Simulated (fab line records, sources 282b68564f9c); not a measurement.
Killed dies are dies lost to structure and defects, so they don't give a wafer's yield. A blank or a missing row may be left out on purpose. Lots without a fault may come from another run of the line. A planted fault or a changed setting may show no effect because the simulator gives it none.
Which tool did it? | flow rit_cmos | 14 lots, 42 wafers sampled, at 1 step of a route of 202

WHAT THE GAUGES READ, wafer by wafer
The record holds no reading of a measuring or inspecting step that can be judged against a usual standard deviation.

WHICH TOOL RAN EACH LOT (tool, then ch and the chambers of the sampled wafers, then the start)
lot  | RIT_PSD_SOFTBAKE_02
L491 | litho_track-04 ch 0, day 3 05:59
L493 | litho_track-03 ch 0, day 3 17:02
L494 | litho_track-03 ch 0, day 3 19:13
L495 | litho_track-03 ch 0, day 4 01:14
L496 | litho_track-03 ch 0, day 4 05:36
L497 | litho_track-04 ch 0, day 4 10:02
L499 | litho_track-03 ch 0, day 4 22:57
L500 | litho_track-03 ch 0, day 5 02:07
L504 | litho_track-01 ch 0, day 5 22:35
L507 | litho_track-04 ch 0, day 6 10:07
L508 | litho_track-01 ch 0, day 6 17:40
L510 | litho_track-01 ch 0, day 7 03:49
L512 | litho_track-04 ch 0, day 7 11:53
L514 | litho_track-01 ch 0, day 7 23:38
- RIT_PSD_SOFTBAKE_02: time 60 s.

WHAT THE TOOLS THEMSELVES READ (means of the sampled wafers that have a number; where no wafer has one, the mark that the record gives instead)
RIT_PSD_SOFTBAKE_02.
lot  | tool           | heater_power_total_W (W) | run_length_s (s)
L491 | litho_track-04 | 34.58                    | 89.12
L493 | litho_track-03 | 34.51                    | 89.26
L494 | litho_track-03 | 34.58                    | 89.25
L495 | litho_track-03 | 34.57                    | 89.13
L496 | litho_track-03 | 34.58                    | 89.25
L497 | litho_track-04 | 34.55                    | 89.26
L499 | litho_track-03 | 35.21                    | 85.65
L500 | litho_track-03 | 35.23                    | 85.63
L504 | litho_track-01 | 34.53                    | 89.63
L507 | litho_track-04 | 34.55                    | 89.22
L508 | litho_track-01 | 34.55                    | 89.62
L510 | litho_track-01 | 34.55                    | 89.58
L512 | litho_track-04 | 34.55                    | 89.26
L514 | litho_track-01 | 34.59                    | 89.58

THE ANSWER, worked out from the rows above alone
Rule: what is usual is taken from the lots themselves. Put in order of their means at a reading, lots are off if they are a third of the lots or fewer, leave a main group of 4 or more, and stand apart from it by a gap of 3 or more times the standard deviation of the main group's means; of several such gaps the widest counts. A main group whose means are all the same, to the digits that the tables above print for the reading, isn't used. A lot without any number at a reading at which 4 lots or more have one is off too. The other lots that the step has rows for count as sound. The gauges are gone through in route order, then the tools' own readings, and for those a lot's mean is taken as printed above. The first step at which some lot is off is used, and at that step the reading that is off furthest; a lot without a number counts as furthest.
Off: L499, L500, at RIT_PSD_SOFTBAKE_02 (heater_power_total_W). The main group: mean 34.56 W, standard deviation 0.022.
A tool fits if, at that step or a process step before it, it ran every lot that is off, and no sound lot after the first of them. One fits: litho_track-03 at RIT_PSD_SOFTBAKE_02. Its last sound lot is L496 (day 4 05:36), its first lot that is off L499 (day 4 22:57): a fault that began between those two fits.
The tool's own readings at RIT_PSD_SOFTBAKE_02 bear it out: on the lots that are off they differ by more than 5 times the standard deviation of the sound lots' means. heater_power_total_W reads 35.22 W there against 34.56 W on the sound lots; run_length_s reads 85.64 s there against 89.35 s on the sound lots.

WHAT THE SIMULATOR HAD PUT IN
Process parameter drift: litho_track-03, from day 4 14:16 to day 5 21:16, at RIT_PSD_SOFTBAKE_02. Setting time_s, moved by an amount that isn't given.
Lots struck among those shown: L499, L500. The rule above found the same.
